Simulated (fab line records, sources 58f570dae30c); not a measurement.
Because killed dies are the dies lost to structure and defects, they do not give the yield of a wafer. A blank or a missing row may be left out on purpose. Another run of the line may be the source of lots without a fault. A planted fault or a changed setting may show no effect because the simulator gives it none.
The tool behind it: which one?    flow berkeleyCmos170    Sampling: 15 lots, 45 wafers, 2 of 331 route steps

## WHAT THE GAUGES SHOWED, per wafer
UCB170_SDANNEAL_RS_MEAS_05: a four-point-probe measurement. Usual: NLDD_RS typically reads 616.5 ohm/sq, with standard deviation 1.4.
lot   measured      on            NLDD_RS (ohm/sq)   flag
L357  day 6 14:47   filmMetro-04  616.7 617.2 618.2  
L356  day 6 14:47   filmMetro-02  616.0 615.5 614.9  
L359  day 7 07:05   filmMetro-01  615.7 617.6 619.0  
L358  day 7 07:19   filmMetro-02  615.9 617.1 615.8  
L360  day 7 21:05   filmMetro-04  618.1 617.5 617.5  
L361  day 7 21:05   filmMetro-01  616.8 618.2 617.4  
L362  day 8 08:23   filmMetro-01  615.6 615.7 616.9  
L365  day 8 20:31   filmMetro-01  617.2 617.0 617.4  
L364  day 8 21:02   filmMetro-04  615.2 614.3 616.0  
L368  day 9 13:57   filmMetro-01  641.8 639.9 641.4  OFF
L370  day 10 03:54  filmMetro-01  643.5 643.5 640.0  OFF
L372  day 10 06:00  filmMetro-01  642.9 645.6 644.2  OFF
L376  day 11 01:02  filmMetro-01  615.7 615.9 614.7  
L379  day 11 09:26  filmMetro-01  618.1 619.6 618.7  
L378  day 11 08:29  filmMetro-02  616.7 614.6 613.2  

## WHAT TOOL EACH LOT RAN ON (gives the tool, then ch and the chambers of the sampled wafers, and finally the start)
lot   UCB170_NLDD_IMPLANT_09
L357  implanter-04 ch 0, day 6 03:32
L356  implanter-03 ch 0, day 6 03:46
L359  implanter-02 ch 0, day 6 17:28
L358  implanter-04 ch 0, day 6 17:47
L360  implanter-04 ch 0, day 7 06:49
L361  implanter-03 ch 0, day 7 07:58
L362  implanter-03 ch 0, day 7 21:32
L365  implanter-03 ch 0, day 8 06:25
L364  implanter-02 ch 0, day 8 07:05
L368  implanter-03 ch 0, day 9 02:16
L370  implanter-03 ch 0, day 9 19:05
L372  implanter-03 ch 0, day 9 20:55
L376  implanter-02 ch 0, day 10 14:09
L379  implanter-04 ch 0, day 10 22:39
L378  implanter-04 ch 0, day 10 23:58
- UCB170_NLDD_IMPLANT_09

## WHAT THE TOOLS THEMSELVES READ (means of the sampled wafers that have a number; where no wafer has one, the mark that the record gives instead)
UCB170_NLDD_IMPLANT_09. Usual: beamEnergyKeV 30.001, standard deviation 0.01; doseIonsCm2 5e+13, standard deviation 6.4e+10; endStationPressureTorr 5.16e-06 Torr, standard deviation 2.7e-07; faradayCurrentUA 158.6, standard deviation 3.
lot   tool          beamEnergyKeV  doseIonsCm2  endStationPressureTorr (Torr)  faradayCurrentUA  flag
L357  implanter-04  30.015         5e+13        5.19e-06                       156.3             
L356  implanter-03  29.997         5e+13        4.97e-06                       158.4             
L359  implanter-02  29.995         5e+13        4.89e-06                       159.9             
L358  implanter-04  29.995         5e+13        5.30e-06                       159.9             
L360  implanter-04  30.007         5e+13        5.28e-06                       157.7             
L361  implanter-03  30.004         5e+13        5.17e-06                       157.7             
L362  implanter-03  29.995         5e+13        5.05e-06                       162.0             
L365  implanter-03  30.005         5e+13        5.16e-06                       159.7             
L364  implanter-02  30.001         5e+13        5.35e-06                       154.9             
L368  implanter-03  29.994         4e+13        5.12e-06                       137.1             OFF
L370  implanter-03  29.986         4e+13        5.28e-06                       137.1             OFF
L372  implanter-03  30.006         4e+13        5.11e-06                       140.6             OFF
L376  implanter-02  30.008         5e+13        5.36e-06                       155.2             
L379  implanter-04  30.012         5e+13        4.97e-06                       156.9             
L378  implanter-04  29.998         5e+13        5.02e-06                       162.4             

## THE ANSWER, worked out from the rows above alone
Rule: a lot counts as off when the mean over its wafers that have a number is more than 3 standard deviations away from the usual mean. Also off: a lot with no number at a reading for which 4 or more lots have one. Any other lot the step has rows for is counted as sound. Order of review: gauges by route order, followed by the tools' own readings, for which a lot's mean as printed above is used. The first step at which some lot is off is used, and at that step the reading that is off furthest; a lot without a number counts as furthest.
Off: L368, L370, L372, at UCB170_SDANNEAL_RS_MEAS_05 (NLDD_RS).
If a tool, at a process step before that reading, ran all the lots that are off and no sound lot after the first of them, it fits. The gauges at UCB170_SDANNEAL_RS_MEAS_05 aren't tried: what is off there is off at UCB170_NLDD_IMPLANT_09 too, on other tools, and a gauge's error can't cause that. One candidate fits, namely implanter-03 at UCB170_NLDD_IMPLANT_09. A fault onset in the window from L365 (day 8 06:25, its last sound lot) to L368 (day 9 02:16, its first lot off) fits.
The tool's own readings at UCB170_NLDD_IMPLANT_09 bear it out: on the lots that are off they differ by more than 5 times the standard deviation of the sound lots' means. doseIonsCm2 reads 4e+13 there against 5e+13 on the sound lots; faradayCurrentUA reads 138.3 there against 158.4 on the sound lots.

## WHAT THE SIMULATOR PUT IN
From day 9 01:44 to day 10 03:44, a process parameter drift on implanter-03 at UCB170_NLDD_IMPLANT_09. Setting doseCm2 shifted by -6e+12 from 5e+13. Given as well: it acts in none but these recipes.
Shown lots that were struck: L368, L370, L372. The rule above found the same.
